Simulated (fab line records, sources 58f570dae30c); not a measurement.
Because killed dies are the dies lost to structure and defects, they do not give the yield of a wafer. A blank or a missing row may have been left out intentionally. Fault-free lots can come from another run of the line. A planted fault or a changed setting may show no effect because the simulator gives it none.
Split-lot study    flow berkeley-cmos170    5 lots, 23 wafers read, on a route of 331 steps

== THE SPLIT ==
At UCB170_START_OXIDATION_02 (target thk 20 nm, ox time 1800 s), the setting temp-c was moved away from the recipe's 950 C on 15 of the 23 wafers read, by -2.3% to -1.4%. For the rest of the wafers, this setting stayed at what the recipe calls for.

The file shows no step between the split and the reading.

== THE READING ==
START_OXIDE_THK in nanometres, read at UCB170_START_THK_MEAS_03. A value of 20.1 nm with a standard deviation of 0.36 nm is what fault-free wafers of this fab line usually give.

wafer   tool, chamber at the split  temp-c as run, C  against the recipe  START_OXIDE_THK, nm  against lot-mates on the recipe
L074.1  -, -                        950               recipe              20.3                 -
L074.2  -, -                        950               recipe              20.3                 -
L074.3  -, -                        950               recipe              20.0                 -
L074.4  -, -                        950               recipe              19.9                 -
L074.5  -, -                        950               recipe              19.9                 -
L076.2  -, -                        927.8             -2.3%               15.7                 no lot-mate on the recipe
L076.3  -, -                        927.8             -2.3%               15.9                 no lot-mate on the recipe
L076.4  -, -                        927.8             -2.3%               15.6                 no lot-mate on the recipe
L076.5  -, -                        927.8             -2.3%               15.7                 no lot-mate on the recipe
L076.6  -, -                        927.8             -2.3%               15.7                 no lot-mate on the recipe
L077.1  -, -                        936.3             -1.4%               17.7                 no lot-mate on the recipe
L077.2  -, -                        936.3             -1.4%               17.4                 no lot-mate on the recipe
L077.4  -, -                        936.3             -1.4%               17.6                 no lot-mate on the recipe
L077.5  -, -                        936.3             -1.4%               17.6                 no lot-mate on the recipe
L077.6  -, -                        936.3             -1.4%               17.5                 no lot-mate on the recipe
L080.1  -, -                        936.6             -1.4%               17.0                 no lot-mate on the recipe
L080.2  -, -                        936.6             -1.4%               16.8                 no lot-mate on the recipe
L080.3  -, -                        936.6             -1.4%               17.4                 no lot-mate on the recipe
L080.4  -, -                        936.6             -1.4%               17.5                 no lot-mate on the recipe
L080.5  -, -                        936.6             -1.4%               17.3                 no lot-mate on the recipe
L083.2  furnace-01, 0               950               recipe              19.6                 -
L083.4  furnace-01, 0               950               recipe              19.9                 -
L083.5  furnace-01, 0               950               recipe              19.9                 -

THE FIT
A straight line over all 23 wafers: START_OXIDE_THK changes by +1.82 nm for each +1% of temp-c; r = +0.99; the points scatter about the line by 0.24 nm.
Too few moved wafers have a lot-mate on the recipe to fit a line with each lot's own level taken away.

== THE WHOLE CHAIN: every reading that the file lists as answering this split, in the file's order ==
step                       what it does                      reading                                                                             change (the file's fit)               r (the file's)
UCB170_START_OXIDATION_02  target thk 20 nm, ox time 1800 s  SiO2_of_START_OXIDATION_02.thk-nm (the simulator's own value, which no gauge read)  +1.82 nm for each +1% of the setting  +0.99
UCB170_START_THK_MEAS_03                                     START_OXIDE_THK                                                                     +1.82 for each +1% of the setting     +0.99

== FILE'S OWN FIT ==
START_OXIDE_THK changes by +1.82 nm for each +1% of temp-c, r = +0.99.
